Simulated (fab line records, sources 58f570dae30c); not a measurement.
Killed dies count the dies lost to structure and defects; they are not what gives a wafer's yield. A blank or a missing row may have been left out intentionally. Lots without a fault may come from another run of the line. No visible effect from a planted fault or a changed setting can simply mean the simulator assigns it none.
Which tool did it?    flow berkeley_cmos170    13 lots, 39 wafers sampled, at 6 steps of a route of 331

WHAT THE GAUGES SHOWED, per wafer
UCB170_PFIELD_OVL_MEAS_06.
lot   measured     on          PFIELD_OVL (nm)
L315  day 4 00:57  overlay-01  8 2 -4
L316  day 4 16:22  overlay-01  -4 2 -3
L319  day 5 02:01  overlay-01  5 7 7
L320  day 6 01:03  overlay-02  7 11 13
L323  day 6 11:27  overlay-02  - - -
L322  day 6 11:43  overlay-01  5 6 -6
L321  day 6 11:54  overlay-01  -2 0 -1
L330  day 7 18:40  overlay-01  0 -7 1
L329  day 8 03:19  overlay-01  10 6 6
L332  day 8 03:40  overlay-01  2 3 3
L331  day 8 03:34  overlay-02  -6 -4 -4
L333  day 8 12:55  overlay-02  20 11 9
L335  day 8 20:23  overlay-01  6 6 1

UCB170_PFIELD_TW_MEAS_09.
lot   measured     on             PFIELD_TW
L315  day 4 01:14  film_metro-01  608 606 608
L316  day 4 16:41  film_metro-01  605 604 606
L319  day 5 02:18  film_metro-01  607 609 608
L320  day 6 01:20  film_metro-01  604 604 606
L323  day 6 11:46  film_metro-01  30 30 30 30 30 30
L322  day 6 12:02  film_metro-02  599 596 596
L321  day 6 12:11  film_metro-04  599 598 597
L330  day 7 18:56  film_metro-04  598 599 599
L329  day 8 03:45  film_metro-04  599 596 602
L332  day 8 04:04  film_metro-04  602 598 600
L331  day 8 03:51  film_metro-01  607 608 610
L333  day 8 13:14  film_metro-01  611 611 611
L335  day 8 20:41  film_metro-04  600 601 604

UCB170_M2_CD_MEAS_15: target cd 700 nm.
lot   measured      on         cd_nm (nm)
L315  day 8 00:21   cd_sem-02  699.6 699.5 698.0
L316  day 8 08:32   cd_sem-02  701.5 701.7 701.5
L319  day 8 11:23   cd_sem-02  698.7 699.1 698.1
L320  day 9 07:41   cd_sem-01  699.4 698.6 696.8
L322  day 9 17:13   cd_sem-01  700.5 701.4 700.4
L321  day 9 17:23   cd_sem-02  698.6 699.2 700.0
L330  day 11 02:46  cd_sem-01  701.7 699.9 699.5
L329  day 11 15:10  cd_sem-02  698.6 700.5 699.5
L332  day 11 14:54  cd_sem-01  700.8 699.3 699.5
L331  day 11 15:49  cd_sem-02  700.2 700.5 700.7
L333  day 11 19:52  cd_sem-01  698.8 699.4 699.6
L335  day 12 04:53  cd_sem-01  698.5 698.5 699.5

WHAT TOOL EACH LOT RAN ON (gives the tool, then ch and the chambers of the sampled wafers, and finally the start)
lot   UCB170_ACTIVE_STRIP_16               UCB170_PFIELD_EXPOSE_03           UCB170_CONTACT_RTA_08
L315  plasma_asher-01 ch 0,1, day 3 23:22  krf_scanner-02 ch 0, day 4 00:34  rtp_anneal-02 ch 0, day 7 11:25
L316  plasma_asher-04 ch 0,1, day 4 14:59  krf_scanner-02 ch 0, day 4 15:59  rtp_anneal-01 ch 0, day 7 19:04
L319  plasma_asher-01 ch 0,1, day 5 00:28  krf_scanner-01 ch 0, day 5 01:37  rtp_anneal-02 ch 0, day 7 20:46
L320  plasma_asher-04 ch 0,1, day 5 22:34  krf_scanner-01 ch 0, day 6 00:40  rtp_anneal-01 ch 0, day 8 16:53
L323  plasma_asher-04 ch 0,1, day 6 06:36  krf_scanner-02 ch 0, day 6 10:35  -
L322  plasma_asher-02 ch 0,1, day 6 06:52  krf_scanner-01 ch 0, day 6 10:56  rtp_anneal-02 ch 0, day 9 00:19
L321  plasma_asher-02 ch 0,1, day 6 07:10  krf_scanner-02 ch 0, day 6 11:14  rtp_anneal-01 ch 0, day 9 01:41
L330  plasma_asher-01 ch 0,1, day 7 16:31  krf_scanner-02 ch 0, day 7 17:59  rtp_anneal-02 ch 0, day 10 12:29
L329  plasma_asher-02 ch 0,1, day 8 01:14  krf_scanner-01 ch 0, day 8 02:56  rtp_anneal-01 ch 0, day 11 03:11
L332  plasma_asher-04 ch 0,1, day 8 01:30  krf_scanner-02 ch 0, day 8 03:19  rtp_anneal-01 ch 0, day 10 21:44
L331  plasma_asher-01 ch 0,1, day 8 01:44  krf_scanner-02 ch 0, day 8 03:11  rtp_anneal-01 ch 0, day 11 02:20
L333  plasma_asher-04 ch 0,1, day 8 10:46  krf_scanner-02 ch 0, day 8 12:20  rtp_anneal-01 ch 0, day 11 05:58
L335  plasma_asher-04 ch 0,1, day 8 18:23  krf_scanner-02 ch 0, day 8 19:53  rtp_anneal-02 ch 0, day 11 11:05
- UCB170_ACTIVE_STRIP_16: strips in O2.
- UCB170_PFIELD_EXPOSE_03: exposes mask PFIELD, target cd 1500 nm.
- UCB170_CONTACT_RTA_08: time 10 s.

AS READ BY THE TOOLS THEMSELVES (means over the sampled wafers that have a number; for cases with no such wafer, the mark the record gives instead)
UCB170_ACTIVE_STRIP_16.
lot   tool             chamber_pressure_mTorr (mTorr)  drypump_motor_current_A (A)  oes_product_au (a.u.)  strip_time_to_endpoint_s (s)
L315  plasma_asher-01  3496                            5.9                          0.717                  17.76
L316  plasma_asher-04  3500                            6.3                          0.716                  17.83
L319  plasma_asher-01  3501                            6.0                          0.722                  17.70
L320  plasma_asher-04  3499                            6.3                          0.721                  17.69
L323  plasma_asher-04  3498                            6.2                          0.723                  17.76
L322  plasma_asher-02  3504                            4.9                          0.718                  17.64
L321  plasma_asher-02  3502                            5.0                          0.720                  17.76
L330  plasma_asher-01  3499                            6.2                          0.719                  17.74
L329  plasma_asher-02  3501                            5.0                          0.724                  17.74
L332  plasma_asher-04  3501                            6.3                          0.720                  17.64
L331  plasma_asher-01  3496                            6.0                          0.722                  17.72
L333  plasma_asher-04  3502                            6.3                          0.719                  17.59
L335  plasma_asher-04  3499                            6.2                          0.720                  17.64

UCB170_CONTACT_RTA_08.
lot   tool           lamp_power_pct (%)  wafer_temp_C_max
L315  rtp_anneal-02  24.0                902.8
L316  rtp_anneal-01  22.0                904.2
L319  rtp_anneal-02  24.0                903.5
L320  rtp_anneal-01  22.0                904.3
L322  rtp_anneal-02  24.0                903.5
L321  rtp_anneal-01  22.0                903.0
L330  rtp_anneal-02  24.0                902.8
L329  rtp_anneal-01  22.0                903.5
L332  rtp_anneal-01  22.0                903.0
L331  rtp_anneal-01  22.0                903.5
L333  rtp_anneal-01  22.0                902.9
L335  rtp_anneal-02  24.0                902.7

THE ANSWER, worked out from the rows above alone
Rule: the lots themselves supply what counts as usual. Put in order of their means at a reading, lots are off if they are a third of the lots or fewer, leave a main group of 4 or more, and stand apart from it by a gap of 3 or more times the standard deviation of the main group's means; of several such gaps the widest counts. Not used: any main group whose means are identical at the precision the tables above print for the reading. Also off: a lot with no number at a reading for which 4 or more lots have one. Where the step has rows for the other lots, those lots are counted as sound. After the gauges, taken in route order, come the tools' own readings; for these a lot's mean is taken, as printed above. The first step at which some lot is off is used, and at that step the reading that is off furthest; a lot without a number counts as furthest.
Off: L323, seen at UCB170_PFIELD_OVL_MEAS_06 (PFIELD_OVL). Without a number there: L323. For the main group the mean is 3 nm and the standard deviation 5.1.
A tool fits if, at a process step before that reading, it ran every lot that is off, and no sound lot after the first of them. The gauges at UCB170_PFIELD_OVL_MEAS_06 aren't tried: what is off there is off at UCB170_PFIELD_TW_MEAS_09 too, on other tools, and a gauge's error can't cause that. No candidate that was tried fits.

WHAT THE SIMULATOR HAD PUT IN
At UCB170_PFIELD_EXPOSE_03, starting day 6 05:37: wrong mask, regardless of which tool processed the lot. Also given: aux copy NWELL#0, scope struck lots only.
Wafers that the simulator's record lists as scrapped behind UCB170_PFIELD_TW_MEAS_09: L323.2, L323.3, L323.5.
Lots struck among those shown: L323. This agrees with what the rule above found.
